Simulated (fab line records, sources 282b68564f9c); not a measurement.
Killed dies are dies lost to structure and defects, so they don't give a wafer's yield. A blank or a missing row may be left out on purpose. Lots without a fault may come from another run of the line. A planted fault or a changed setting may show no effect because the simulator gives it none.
fab line records | flow rit_cmos
record lots=13 wafers=39 last_day=7
route steps=202 shown M1@184
lots that met no fault: from a run of the same line without faults
start_h: hours from the record's first day to the start of the lot's first wafer shown | wait_h: hours since the lot's step before | " the same as in the row above | L1.1+2: a row that stands for several wafers | - no value, or no start given | * or withheld: withheld | < > ~ a bound
route shown NAME@n: a module of which the file shows steps, and the number in the route of the first | usual: mean/standard deviation of fault-free wafers | same: alike in all rows | chamber/n: place in a boat | sites: the reading at each site | _std_site: their standard deviation | _edge_site: outer sites' mean less inner sites' | radius_mm: how far each site lies from the wafer's centre | mask NAME#n: copy n | behind: the tool/chamber that last shaped the wafer | hold: why the lot was held/for how many hours/how that ended | device: the transistor (n, p or np) that didn't switch | end of line: the same wafers' tests at the end of the route | a step without rows: its recipe alone | killed: dies lost to structure and defects at the first sort, not the wafer's yield | map: a wafer's dies, x killed, . not, _ none there
set.NAME: the setting as run; set.NAME@STEP: as run at that earlier step | model.NAME: the simulator's own value behind a step, which no gauge read
steps of the route over a sample of lots; a table a step, a row a wafer
services: from which hour (start_h, from the record's first day; less than 0 if before it) a tool's chamber was out of use, for how many hours, and why
## steps
# step RIT_M1_SPUTTER_00
# recipe material=Al target_thk_nm=400 power_w=2000 chamber_pressure_pa=0.4 gas=Ar time_s=500 substrate_temp_c=25
# usual cathode_dc_power_W=2000.0/0.35 throttle_valve_pct=29.9/0.9
# columns lot.wafer tool chamber start_h wait_h cathode_dc_power_W throttle_valve_pct
L585.3 pvd_sputter-03 - 53.07 0.0 1999.8 30.1
L585.4 " - " " 1999.3 29.2
L585.5 " - " " 1999.5 29.0
L586.2 pvd_sputter-03 - 58.41 0.0 2000.7 29.0
L586.3 " - " " 1999.7 29.2
L586.4 " - " " 1999.9 29.7
L587.2 pvd_sputter-01 - 63.15 0.0 1999.8 29.9
L587.3 " - " " 2000.1 28.4
L587.4 " - " " 2000.0 31.3
L588.1 pvd_sputter-03 - 68.01 0.0 1999.6 29.5
L588.2 " - " " 2000.2 30.1
L588.5 " - " " 1999.8 29.6
L589.1 pvd_sputter-01 - 71.83 0.0 2000.2 29.9
L589.3 " - " " 2000.2 30.7
L589.6 " - " " 1999.9 28.2
L590.1 pvd_sputter-03 - 78.63 0.0 2000.2 29.6
L590.3 " - " " 1999.6 29.3
L590.6 " - " " 2000.0 30.0
L595.2 pvd_sputter-01 - 103.93 0.0 1999.6 31.1
L595.4 " - " " 2000.6 30.1
L595.5 " - " " 2000.2 31.1
L596.1 pvd_sputter-03 - 107.30 0.0 2000.4 29.0
L596.3 " - " " 3123.8 30.1
L596.4 " - " " 2000.1 29.2
L598.3 pvd_sputter-01 - 122.03 0.0 2000.2 29.8
L598.4 " - " " 2000.6 30.8
L598.5 " - " " 2000.5 29.9
L602.1 pvd_sputter-01 - 137.72 0.0 1999.9 28.4
L602.2 " - " " 2000.2 30.9
L602.5 " - " " 2000.4 31.4
L604.3 pvd_sputter-01 - 149.01 0.0 2000.4 30.7
L604.4 " - " " 1999.9 31.1
L604.5 " - " " 2000.1 29.8
L605.4 pvd_sputter-02 - 157.33 0.0 2000.0 30.7
L605.5 " - " " 2000.3 30.9
L605.6 " - " " 2000.3 29.8
L607.1 pvd_sputter-02 - 164.90 0.0 2000.3 30.5
L607.4 " - " " 2000.0 29.8
L607.5 " - " " 1999.7 29.9
# step RIT_M1_RS_MEAS_01
# recipe thk_meas_gauge=four-point-probe reads=Al_of_M1_SPUTTER_00
# usual M1_AL_RS=0.0736/0.00065
# columns lot.wafer tool chamber start_h wait_h M1_AL_RS[ohm/sq]
L585.3 film_metro-03 - 53.40 0.2 0.0729
L585.4 " - " " 0.0734
L585.5 " - " " 0.0736
L586.2 film_metro-03 - 58.72 0.2 0.0735
L586.3 " - " " 0.0727
L586.4 " - " " 0.0739
L587.2 film_metro-01 - 63.47 0.2 0.0735
L587.3 " - " " 0.0743
L587.4 " - " " 0.0745
L588.1 film_metro-04 - 68.30 0.1 0.0739
L588.2 " - " " 0.0733
L588.5 " - " " 0.0735
L589.1 film_metro-01 - 72.12 0.1 0.0736
L589.3 " - " " 0.0746
L589.6 " - " " 0.0745
L590.1 film_metro-04 - 78.92 0.1 0.0745
L590.3 " - " " 0.0737
L590.6 " - " " 0.0733
L595.2 film_metro-04 - 104.24 0.2 0.0745
L595.4 " - " " 0.0739
L595.5 " - " " 0.0738
L596.1 film_metro-03 - 107.59 0.1 0.0739
L596.3 " - " " 0.0471
L596.4 " - " " 0.0740
L598.3 film_metro-01 - 122.37 0.2 0.0738
L598.4 " - " " 0.0738
L598.5 " - " " 0.0739
L602.1 film_metro-01 - 138.01 0.1 0.0733
L602.2 " - " " 0.0736
L602.5 " - " " 0.0733
L604.3 film_metro-01 - 149.34 0.2 0.0716
L604.4 " - " " 0.0727
L604.5 " - " " 0.0716
L605.4 film_metro-04 - 157.68 0.2 0.0735
L605.5 " - " " 0.0737
L605.6 " - " " 0.0745
L607.1 film_metro-01 - 165.20 0.1 0.0740
L607.4 " - " " 0.0734
L607.5 " - " " 0.0734
# step RIT_M1_THK_MEAS_02
# recipe thk_meas_gauge=xrf reads=Al_of_M1_SPUTTER_00
# usual M1_AL_THK=405/3.9
# columns lot.wafer tool chamber start_h wait_h M1_AL_THK[nm]
L585.3 film_metro-03 - 53.50 0.1 407
L585.4 " - " " 405
L585.5 " - " " 403
L586.2 film_metro-03 - 58.83 0.1 406
L586.3 " - " " 407
L586.4 " - " " 401
L587.2 film_metro-01 - 63.58 0.1 406
L587.3 " - " " 399
L587.4 " - " " 400
L588.1 film_metro-04 - 68.42 0.1 404
L588.2 " - " " 406
L588.5 " - " " 404
L589.1 film_metro-01 - 72.24 0.1 405
L589.3 " - " " 403
L589.6 " - " " 404
L590.1 film_metro-04 - 79.04 0.1 399
L590.3 " - " " 402
L590.6 " - " " 407
L595.2 film_metro-04 - 104.35 0.1 401
L595.4 " - " " 403
L595.5 " - " " 405
L596.1 film_metro-03 - 107.71 0.1 404
L596.3 " - " " 627
L596.4 " - " " 402
L598.3 film_metro-01 - 122.47 0.1 404
L598.4 " - " " 403
L598.5 " - " " 405
L602.1 film_metro-01 - 138.13 0.1 406
L602.2 " - " " 407
L602.5 " - " " 409
L604.3 film_metro-01 - 149.44 0.1 414
L604.4 " - " " 408
L604.5 " - " " 417
L605.4 film_metro-04 - 157.77 0.1 404
L605.5 " - " " 405
L605.6 " - " " 400
L607.1 film_metro-01 - 165.32 0.1 407
L607.4 " - " " 407
L607.5 " - " " 407
# step RIT_M1_METAL_ETCH_12
# recipe stop_on=SiO2 chemistry=Cl2/BCl3 target=Al time_s=165 over_etch_frac=0.5 pressure_mtorr=100 target_depth_a=6000 rf_w=250 Cl2_flow_sccm=60 bcl3_flow_sccm=50
# usual drypump_motor_current_A=6.04/0.22 oes_product_au=0.776/0.014 throttle_valve_pct=8.30/0.11
# columns lot.wafer tool chamber start_h wait_h drypump_motor_current_A oes_product_au rf_hours_counter_h throttle_valve_pct
L585.3 rie_metal-03 1 54.88 0.2 6.18 0.775 - 8.19
L585.4 " 0 " " 5.89 0.775 - 8.31
L585.5 " 0 " " 5.87 0.761 - 8.29
L586.2 rie_metal-02 1 60.28 0.2 6.42 0.772 32 8.54
L586.3 " 1 " " 6.46 0.777 - 8.54
L586.4 " 0 " " 5.77 0.768 - 8.32
L587.2 rie_metal-01 1 64.99 0.2 5.92 0.795 1 8.26
L587.3 " 0 " " 6.03 0.759 - 8.20
L587.4 " 1 " " 5.93 0.790 - 8.27
L588.1 rie_metal-03 1 70.01 0.2 6.21 0.777 4 8.20
L588.2 " 0 " " 5.88 0.766 4 8.32
L588.5 " 0 " " 5.90 0.762 - 8.30
L589.1 rie_metal-02 0 73.71 0.2 5.74 0.767 38 8.33
L589.3 " 0 " " 5.72 0.763 - 8.30
L589.6 " 1 " " 6.38 0.773 - 8.54
L590.1 rie_metal-01 0 80.52 0.2 6.05 0.754 1 8.21
L590.3 " 1 " " 5.91 0.809 - 8.27
L590.6 " 0 " " 6.08 0.770 - 8.20
L595.2 rie_metal-02 1 105.88 0.2 6.39 0.767 33 8.54
L595.4 " 1 " " 6.41 0.772 - 8.52
L595.5 " 0 " " 5.75 0.780 - 8.30
L596.1 rie_metal-01 0 109.18 0.2 6.11 0.755 1 8.21
L596.3 " 0 " " 6.07 0.980 - 8.18
L596.4 " 1 " " 5.92 0.793 - 8.26
L598.3 rie_metal-02 0 123.85 0.2 5.78 0.767 - 8.30
L598.4 " 1 " " 6.39 0.775 - 8.54
L598.5 " 1 " " 6.41 0.775 - 8.53
L602.1 rie_metal-01 0 139.48 0.2 6.08 0.765 1 8.21
L602.2 " 1 " " 5.94 0.801 1 8.27
L602.5 " 1 " " 5.95 0.803 - 8.26
L604.3 rie_metal-01 0 150.95 0.2 6.07 0.769 - 8.20
L604.4 " 1 " " 5.93 0.813 - 8.27
L604.5 " 0 " " 6.07 0.775 - 8.20
L605.4 rie_metal-02 0 159.21 0.1 5.80 0.781 - 8.31
L605.5 " 1 " " 6.40 0.758 - 8.52
L605.6 " 0 " " 5.79 0.768 - 8.33
L607.1 rie_metal-01 1 166.67 0.2 5.91 0.801 2 8.28
L607.4 " 1 " " 5.89 0.801 - 8.27
L607.5 " 1 " " 5.91 0.798 - 8.28
# step RIT_M1_PROBE_99
# usual defect_limited_yield=97.3/1.2 killed_at_M0_to_M3=0.0/0.14 killed_at_contacts=0.0/0.16 killed_at_front_end=7/3 killed_dies=7/3 killed_on_rim=1.8/1.3 killed_open=3.5/2 killed_short=3.6/2.1
# same gross_dies=264 killed_at_M4_up=0 killed_at_back_side=0 killed_at_other=0
# columns lot.wafer tool chamber start_h wait_h defect_limited_yield[%] killed_at_M0_to_M3 killed_at_contacts killed_at_front_end killed_dies killed_on_rim killed_open killed_short
L585.3 prober-01 - 58.71 0.2 98.1 0 0 5 5 1 4 1
L585.4 prober-01 - 58.76 0.2 98.1 0 0 5 5 2 4 1
L585.5 prober-01 - 58.81 0.2 99.2 0 0 2 2 0 1 1
L586.2 prober-02 - 62.58 0.1 98.1 0 0 5 5 1 2 3
L586.3 prober-02 - 62.63 0.2 97.3 0 0 7 7 0 4 3
L586.4 prober-02 - 62.68 0.2 98.1 0 0 5 5 2 3 2
L587.2 prober-01 - 68.52 0.1 95.8 0 0 11 11 1 5 6
L587.3 prober-01 - 68.57 0.2 96.6 0 0 9 9 4 4 5
L587.4 prober-01 - 68.62 0.2 97.0 0 0 8 8 3 7 1
L588.1 prober-02 - 73.57 0.1 95.8 0 1 10 11 1 3 8
L588.2 prober-02 - 73.62 0.1 98.1 0 0 5 5 1 2 3
L588.5 prober-02 - 73.77 0.2 96.6 0 0 9 9 3 4 5
L589.1 prober-01 - 75.97 0.1 97.7 0 0 6 6 2 2 4
L589.3 prober-01 - 76.07 0.2 98.5 0 0 4 4 0 3 1
L589.6 prober-01 - 76.22 0.2 97.7 0 0 6 6 1 3 3
L590.1 prober-02 - 83.44 0.1 97.3 0 0 7 7 1 4 3
L590.3 prober-02 - 83.54 0.2 97.3 0 0 7 7 0 3 4
L590.6 prober-02 - 83.69 0.2 98.9 0 0 3 3 1 0 3
L595.2 prober-01 - 108.19 0.1 98.1 0 0 5 5 0 3 2
L595.4 prober-01 - 108.29 0.2 95.5 0 0 12 12 3 7 5
L595.5 prober-01 - 108.34 0.2 98.5 0 0 4 4 1 2 2
L596.1 prober-02 - 113.75 0.1 95.1 0 0 13 13 2 4 9
L596.3 prober-02 - 113.85 0.2 5.3 246 0 4 250 70 1 3
L596.4 prober-02 - 113.90 0.2 98.5 0 0 4 4 2 1 3
L598.3 prober-02 - 126.15 0.2 95.8 0 0 11 11 5 5 6
L598.4 prober-02 - 126.20 0.2 98.9 0 0 3 3 1 1 2
L598.5 prober-02 - 126.25 0.2 96.2 0 0 10 10 4 3 7
L602.1 prober-02 - 141.73 0.1 96.2 0 0 10 10 0 5 5
L602.2 prober-02 - 141.78 0.1 97.7 0 0 6 6 2 3 3
L602.5 prober-02 - 141.93 0.2 98.9 0 0 3 3 0 2 1
L604.3 prober-01 - 153.25 0.2 98.9 0 0 3 3 0 2 1
L604.4 prober-01 - 153.30 0.2 97.3 0 0 7 7 2 1 6
L604.5 prober-01 - 153.35 0.2 97.7 1 0 5 6 3 2 4
L605.4 prober-02 - 161.58 0.2 94.7 0 0 14 14 2 6 8
L605.5 prober-02 - 161.63 0.2 98.5 0 0 4 4 0 2 2
L605.6 prober-02 - 161.68 0.2 95.8 0 0 11 11 2 6 5
L607.1 prober-02 - 168.94 0.1 98.1 0 0 5 5 1 3 2
L607.4 prober-02 - 169.09 0.2 95.8 0 0 11 11 4 6 5
L607.5 prober-02 - 169.14 0.2 98.9 0 0 3 3 1 1 2
# killed by level:class
L585.3 GATE:geometric_particle:open=3 GATE:geometric_particle:short=1 SPACER:geometric_particle:open=1
L585.4 FOX1:geometric_particle:open=3 FOX1:geometric_particle:short=1 GATE:geometric_particle:open=1
L585.5 FOX2:geometric_particle:short=1 FOX2:geometric_particle:open=1
L586.2 SILICIDE:geometric_particle:short=2 GATE:geometric_particle:short=1 GATE:geometric_particle:open=1 REOX:geometric_particle:open=1
L586.3 FOX2:geometric_particle:short=3 REOX:geometric_particle:open=2 FOX1:geometric_particle:open=1 GATE:geometric_particle:open=1
L586.4 GATE:geometric_particle:short=2 GATE:geometric_particle:open=2 SILICIDE:geometric_particle:open=1
L587.2 GATE:geometric_particle:short=4 FOX1:geometric_particle:short=2 GATE:geometric_particle:open=2 FOX1:geometric_particle:open=1 REOX:geometric_particle:open=1 SILICIDE:geometric_particle:open=1
L587.3 GATE:geometric_particle:open=3 FOX2:geometric_particle:short=2 GATE:geometric_particle:short=2 FOX1:geometric_particle:short=1 REOX:geometric_particle:open=1
L587.4 GATE:geometric_particle:open=4 FOX1:geometric_particle:open=1 SPACER:geometric_particle:open=1 GATE:geometric_particle:short=1 REOX:geometric_particle:open=1
L588.1 GATE:geometric_particle:short=4 REOX:geometric_particle:short=3 FOX1:geometric_particle:short=1 GATE:geometric_particle:open=1 REOX:geometric_particle:open=1 CONTACT:geometric_particle:open=1
L588.2 GATE:geometric_particle:short=3 GATE:geometric_particle:open=1 REOX:geometric_particle:open=1
L588.5 GATE:geometric_particle:short=2 FOX1:geometric_particle:open=1 FOX2:geometric_particle:short=1 FOX2:geometric_particle:open=1 GATE:geometric_particle:open=1 REOX:geometric_particle:open=1 SPACER:geometric_particle:short=1 SILICIDE:geometric_particle:short=1
L589.1 GATE:geometric_particle:short=2 FOX1:geometric_particle:open=1 GATE:geometric_particle:open=1 REOX:geometric_particle:short=1 SPACER:geometric_particle:short=1
L589.3 FOX1:geometric_particle:open=3 REOX:geometric_particle:short=1
L589.6 GATE:geometric_particle:short=2 SILICIDE:geometric_particle:open=2 FOX1:geometric_particle:open=1 FOX1:geometric_particle:short=1
L590.1 GATE:geometric_particle:short=2 FOX2:geometric_particle:open=1 GATE:geometric_particle:open=1 REOX:geometric_particle:short=1 REOX:geometric_particle:open=1 SPACER:geometric_particle:open=1
L590.3 REOX:geometric_particle:short=4 REOX:geometric_particle:open=2 FOX1:geometric_particle:open=1
L590.6 GATE:geometric_particle:short=2 SPACER:geometric_particle:short=1
L595.2 GATE:geometric_particle:short=2 GATE:geometric_particle:open=1 REOX:geometric_particle:open=1 SPACER:geometric_particle:open=1
L595.4 GATE:geometric_particle:open=4 GATE:geometric_particle:short=3 FOX1:geometric_particle:short=2 SILICIDE:geometric_particle:open=2 SPACER:geometric_particle:open=1
L595.5 GATE:geometric_particle:open=2 GATE:geometric_particle:short=1 SPACER:geometric_particle:short=1
L596.1 GATE:geometric_particle:short=4 GATE:geometric_particle:open=3 FOX1:geometric_particle:short=1 FOX2:geometric_particle:open=1 FOX2:geometric_particle:short=1 REOX:geometric_particle:short=1 SPACER:geometric_particle:short=1 SILICIDE:geometric_particle:short=1
L596.3 M1:area_etch=246 GATE:geometric_particle:short=2 REOX:geometric_particle:open=1 SPACER:geometric_particle:short=1
L596.4 REOX:geometric_particle:short=2 GATE:geometric_particle:short=1 GATE:geometric_particle:open=1
L598.3 GATE:geometric_particle:short=5 FOX1:geometric_particle:open=1 FOX2:geometric_particle:open=1 FOX2:geometric_particle:short=1 GATE:geometric_particle:open=1 REOX:geometric_particle:open=1 SILICIDE:geometric_particle:open=1
L598.4 GATE:geometric_particle:short=1 SILICIDE:geometric_particle:short=1 SILICIDE:geometric_particle:open=1
L598.5 GATE:geometric_particle:short=2 REOX:geometric_particle:short=2 ACTIVE:geometric_particle:short=1 FOX1:geometric_particle:short=1 FOX2:geometric_particle:open=1 GATE:geometric_particle:open=1 SPACER:geometric_particle:open=1 SPACER:geometric_particle:short=1
L602.1 SPACER:geometric_particle:open=3 FOX1:geometric_particle:short=2 GATE:geometric_particle:open=2 GATE:geometric_particle:short=1 REOX:geometric_particle:short=1 SPACER:geometric_particle:short=1
L602.2 GATE:geometric_particle:short=2 FOX1:geometric_particle:short=1 FOX2:geometric_particle:open=1 GATE:geometric_particle:open=1 SILICIDE:geometric_particle:open=1
L602.5 FOX1:geometric_particle:open=1 GATE:geometric_particle:open=1 SPACER:geometric_particle:short=1
L604.3 GATE:geometric_particle:short=1 REOX:geometric_particle:open=1 SILICIDE:geometric_particle:open=1
L604.4 REOX:geometric_particle:short=2 SILICIDE:geometric_particle:short=2 FOX2:geometric_particle:short=1 FOX2:geometric_particle:open=1 SPACER:geometric_particle:short=1
L604.5 GATE:geometric_particle:short=3 FOX1:geometric_particle:open=1 GATE:geometric_particle:open=1 M1:geometric_particle:short=1
L605.4 GATE:geometric_particle:short=4 SILICIDE:geometric_particle:open=3 FOX1:geometric_particle:open=2 FOX2:geometric_particle:short=2 FOX1:geometric_particle:short=1 GATE:geometric_particle:open=1 REOX:geometric_particle:short=1
L605.5 FOX1:geometric_particle:short=1 GATE:geometric_particle:short=1 GATE:geometric_particle:open=1 SILICIDE:geometric_particle:open=1
L605.6 SPACER:geometric_particle:short=4 FOX1:geometric_particle:open=2 GATE:geometric_particle:open=2 SPACER:geometric_particle:open=2 GATE:geometric_particle:short=1
L607.1 ACTIVE:geometric_particle:open=1 FOX1:geometric_particle:open=1 REOX:geometric_particle:open=1 REOX:geometric_particle:short=1 SILICIDE:geometric_particle:short=1
L607.4 GATE:geometric_particle:short=2 REOX:geometric_particle:short=2 SPACER:geometric_particle:open=2 SILICIDE:geometric_particle:open=2 FOX2:geometric_particle:open=1 GATE:geometric_particle:open=1 SILICIDE:geometric_particle:short=1
L607.5 REOX:geometric_particle:short=1 REOX:geometric_particle:open=1 SPACER:geometric_particle:short=1
## services
# columns tool chamber start_h hours kind
pvd_sputter-02 - 43.90 2.0 repair
pvd_sputter-01 - 52.04 1.8 repair
pvd_sputter-01 - 54.21 5.4 repair
rie_metal-01 - 60.19 4.3 pm
rie_metal-03 - 62.33 2.8 pm
pvd_sputter-02 - 69.51 2.9 repair
rie_metal-03 - 81.11 1.4 pm
rie_metal-02 - 136.12 20.0 pm
rie_metal-02 0 136.12 20.0 vent_cycle
rie_metal-02 1 136.12 20.0 vent_cycle
pvd_sputter-03 - 136.90 1.7 repair
pvd_sputter-02 - 139.07 2.6 repair
rie_metal-02 0 156.12 - clean
rie_metal-02 1 156.12 - clean
## key
first_sign step=RIT_M1_SPUTTER_00 reading=cathode_dc_power_W direction=up sigmas=99+ usual=2000.0 struck=3123.8
effect step=RIT_M1_RS_MEAS_01 reading=M1_AL_RS direction=down sigmas=41 usual=0.0736 struck=0.0471
effect step=RIT_M1_THK_MEAS_02 reading=M1_AL_THK direction=up sigmas=57 usual=405 struck=627
effect step=RIT_M1_METAL_ETCH_12 reading=oes_product_au direction=up sigmas=15 usual=0.776 struck=0.980
effect step=RIT_M1_PROBE_99 reading=killed_at_M0_to_M3 direction=up sigmas=99+ usual=0.0 struck=246
more_kills_born_at RIT_M1_METAL_ETCH_12@rie_metal-01=246
met_at RIT_M1_SPUTTER_00
struck_lots L596
struck_wafers L596.3
later_rows_left_out L596.3
onset_between 78.63 107.30
fault kind=process_parameter_drift tool=pvd_sputter-03 chamber=- onset_h=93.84 steps=RIT_M1_SPUTTER_00 channel=power_w offset=1123.5 shape=step end_h=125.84 acts_in=these_recipes_only stated=2000 scope=struck_wafers_only
# later_rows_left_out: the simulator's readings of these wafers behind a module that went badly wrong aren't trusted and aren't shown, but for the sort
